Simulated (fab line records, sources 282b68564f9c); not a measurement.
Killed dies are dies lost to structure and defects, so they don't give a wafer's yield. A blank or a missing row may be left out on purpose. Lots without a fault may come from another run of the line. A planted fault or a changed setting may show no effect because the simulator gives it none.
Which tool did it? | flow rit_cmos | 14 lots, 42 wafers sampled, at 1 step of a route of 202

WHAT THE GAUGES READ, wafer by wafer
The record holds no reading of a measuring or inspecting step that can be judged against a usual standard deviation.

WHICH TOOL RAN EACH LOT (tool, then ch and the chambers of the sampled wafers, then the start)
lot  | RIT_GATE_COAT_11
L495 | litho_track-03 ch 0, day 3 02:52
L496 | litho_track-03 ch 0, day 3 07:20
L497 | litho_track-03 ch 0, day 3 11:59
L499 | litho_track-01 ch 0, day 3 22:59
L503 | litho_track-04 ch 0, day 4 20:13
L504 | litho_track-01 ch 0, day 5 02:01
L506 | litho_track-01 ch 0, day 5 14:17
L507 | litho_track-04 ch 0, day 5 18:10
L510 | litho_track-01 ch 0, day 6 16:35
L511 | litho_track-04 ch 0, day 6 18:59
L512 | litho_track-01 ch 0, day 6 21:39
L513 | litho_track-04 ch 0, day 7 03:59
L514 | litho_track-03 ch 0, day 7 08:41
L515 | litho_track-03 ch 0, day 7 11:42
- RIT_GATE_COAT_11: resist thk 850 nm.

WHAT THE TOOLS THEMSELVES READ (means of the sampled wafers that have a number; where no wafer has one, the mark that the record gives instead)
RIT_GATE_COAT_11. Usual: resist_line_temp_C 23.03 C, standard deviation 0.095; spin_speed_rpm 4250 rpm, standard deviation 3.
lot  | tool           | resist_line_temp_C (C) | spin_speed_rpm (rpm) | flag
L495 | litho_track-03 | 22.95                  | 4250                 |
L496 | litho_track-03 | 23.12                  | 4069                 | OFF
L497 | litho_track-03 | 23.05                  | 4068                 | OFF
L499 | litho_track-01 | 23.11                  | 4251                 |
L503 | litho_track-04 | 23.03                  | 4250                 |
L504 | litho_track-01 | 23.06                  | 4250                 |
L506 | litho_track-01 | 23.11                  | 4250                 |
L507 | litho_track-04 | 22.97                  | 4252                 |
L510 | litho_track-01 | 23.03                  | 4250                 |
L511 | litho_track-04 | 23.13                  | 4251                 |
L512 | litho_track-01 | 23.00                  | 4246                 |
L513 | litho_track-04 | 22.99                  | 4249                 |
L514 | litho_track-03 | 22.97                  | 4250                 |
L515 | litho_track-03 | 23.00                  | 4249                 |

THE ANSWER, worked out from the rows above alone
Rule: a lot is off if the mean of its wafers that have a number lies more than 3 standard deviations from the usual mean. A lot without any number at a reading at which 4 lots or more have one is off too. The other lots that the step has rows for count as sound. The gauges are gone through in route order, then the tools' own readings, and for those a lot's mean is taken as printed above. The first step at which some lot is off is used, and at that step the reading that is off furthest; a lot without a number counts as furthest.
Off: L496, L497, at RIT_GATE_COAT_11 (spin_speed_rpm).
A tool fits if, at that step or a process step before it, it ran every lot that is off, and no sound lot after the first of them. None of those tried fits.

WHAT THE SIMULATOR HAD PUT IN
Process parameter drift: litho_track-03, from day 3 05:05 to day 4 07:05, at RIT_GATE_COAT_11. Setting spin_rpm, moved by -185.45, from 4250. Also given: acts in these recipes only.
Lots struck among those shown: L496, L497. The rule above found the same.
